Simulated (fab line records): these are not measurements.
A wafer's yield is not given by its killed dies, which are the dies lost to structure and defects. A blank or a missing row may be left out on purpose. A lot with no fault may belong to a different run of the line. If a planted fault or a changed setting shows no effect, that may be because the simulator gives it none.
The tool behind it: which one? + flow berkeley-cmos170 + 42 wafers from 14 lots sampled at 2 of the route's 331 steps

== WHAT EACH GAUGE READ, for each wafer ==
The record lacks any reading of a measuring or inspecting step that a usual standard deviation could be used to judge.

== WHICH TOOL RAN EACH LOT (tool, then ch and the chambers of the sampled wafers, then the start) ==
| lot  | UCB170_NVT_COAT_01               | UCB170_NVT_STRIP_08                 |
|------|----------------------------------|-------------------------------------|
| L987 | litho-track-01 ch 0, day 4 21:30 | plasma-asher-01 ch 0,1, day 4 22:41 |
| L988 | litho-track-02 ch 0, day 5 03:14 | plasma-asher-01 ch 0,1, day 5 04:31 |
| L991 | litho-track-01 ch 0, day 5 22:22 | plasma-asher-01 ch 0,1, day 6 00:02 |
| L989 | litho-track-04 ch 0, day 5 22:44 | plasma-asher-01 ch 1, day 6 00:19   |
| L990 | litho-track-01 ch 0, day 5 22:49 | plasma-asher-03 ch 0,1, day 6 00:35 |
| L994 | litho-track-01 ch 0, day 6 07:59 | plasma-asher-01 ch 0,1, day 6 08:59 |
| L992 | litho-track-04 ch 0, day 6 08:05 | plasma-asher-03 ch 1, day 6 09:11   |
| L993 | litho-track-02 ch 0, day 6 08:30 | plasma-asher-01 ch 0,1, day 6 09:28 |
| L995 | litho-track-04 ch 0, day 6 12:31 | plasma-asher-02 ch 0,1, day 6 13:49 |
| L996 | litho-track-04 ch 0, day 7 05:58 | plasma-asher-02 ch 0,1, day 7 06:58 |
| L997 | litho-track-01 ch 0, day 7 06:04 | plasma-asher-01 ch 1, day 7 07:33   |
| L998 | litho-track-02 ch 0, day 7 06:11 | plasma-asher-02 ch 0,1, day 7 07:35 |
| L105 | litho-track-01 ch 0, day 9 05:05 | plasma-asher-01 ch 0,1, day 9 05:57 |
| L107 | litho-track-01 ch 0, day 9 15:04 | plasma-asher-01 ch 0,1, day 9 16:07 |
- UCB170_NVT_COAT_01: resist thk 900 nm.
- UCB170_NVT_STRIP_08: strips in O2.

== WHAT THE TOOLS THEMSELVES READ (means of the sampled wafers that have a number; where no wafer has one, the mark that the record gives instead) ==
UCB170_NVT_COAT_01.
| lot  | tool           | chill-plate-temp-C (C) |
|------|----------------|------------------------|
| L987 | litho-track-01 | 22.81                  |
| L988 | litho-track-02 | 23.14                  |
| L991 | litho-track-01 | 22.99                  |
| L989 | litho-track-04 | 22.97                  |
| L990 | litho-track-01 | 23.10                  |
| L994 | litho-track-01 | 22.96                  |
| L992 | litho-track-04 | 23.01                  |
| L993 | litho-track-02 | 23.04                  |
| L995 | litho-track-04 | 22.96                  |
| L996 | litho-track-04 | 22.97                  |
| L997 | litho-track-01 | 22.95                  |
| L998 | litho-track-02 | 22.92                  |
| L105 | litho-track-01 | 22.96                  |
| L107 | litho-track-01 | 23.05                  |

UCB170_NVT_STRIP_08.
| lot  | tool            | drypump-motor-current-A (A) | oes-product-au (a.u.) | strip-time-to-endpoint-s (s) |
|------|-----------------|-----------------------------|-----------------------|------------------------------|
| L987 | plasma-asher-01 | 5.3                         | 0.736                 | 21.61                        |
| L988 | plasma-asher-01 | 5.3                         | 0.737                 | 21.55                        |
| L991 | plasma-asher-01 | 5.4                         | 0.731                 | 21.63                        |
| L989 | plasma-asher-01 | 5.2                         | 0.735                 | 21.64                        |
| L990 | plasma-asher-03 | 6.2                         | 0.734                 | 21.53                        |
| L994 | plasma-asher-01 | 5.4                         | 0.735                 | 21.64                        |
| L992 | plasma-asher-03 | 6.7                         | 0.732                 | 21.67                        |
| L993 | plasma-asher-01 | 5.3                         | 0.733                 | 21.66                        |
| L995 | plasma-asher-02 | 5.7                         | 0.733                 | 21.70                        |
| L996 | plasma-asher-02 | 5.7                         | 0.735                 | 21.71                        |
| L997 | plasma-asher-01 | 5.2                         | 0.739                 | 21.66                        |
| L998 | plasma-asher-02 | 5.8                         | 0.734                 | 21.58                        |
| L105 | plasma-asher-01 | 5.3                         | 0.737                 | 18.62                        |
| L107 | plasma-asher-01 | 5.3                         | 0.734                 | 18.63                        |

== THE ANSWER, worked out from the rows above alone ==
Rule: the lots themselves supply what counts as usual. Put in order of their means at a reading, lots are off if they are a third of the lots or fewer, leave a main group of 4 or more, and stand apart from it by a gap of 3 or more times the standard deviation of the main group's means; of several such gaps the widest counts. A main group whose means are all the same, to the digits that the tables above print for the reading, isn't used. Also off: a lot with no number at a reading for which 4 or more lots have one. Where the step has rows for the other lots, those lots are counted as sound. After the gauges, taken in route order, come the tools' own readings; for these a lot's mean is taken, as printed above. At the first step where some lot is off, the reading lying furthest off is the one used; lots without a number count as furthest.
Off, at UCB170_NVT_STRIP_08 on strip-time-to-endpoint-s: L105, L107. Main group: mean 21.63 s, sd 0.053.
If a tool, at that step or one of the process steps before it, ran each lot that is off and ran no sound lot following the first of them, it fits. Can't be told from this: 2 tools fit, litho-track-01 at UCB170_NVT_COAT_01, plasma-asher-01 at UCB170_NVT_STRIP_08.

== WHAT HAD BEEN PUT IN BY THE SIMULATOR ==
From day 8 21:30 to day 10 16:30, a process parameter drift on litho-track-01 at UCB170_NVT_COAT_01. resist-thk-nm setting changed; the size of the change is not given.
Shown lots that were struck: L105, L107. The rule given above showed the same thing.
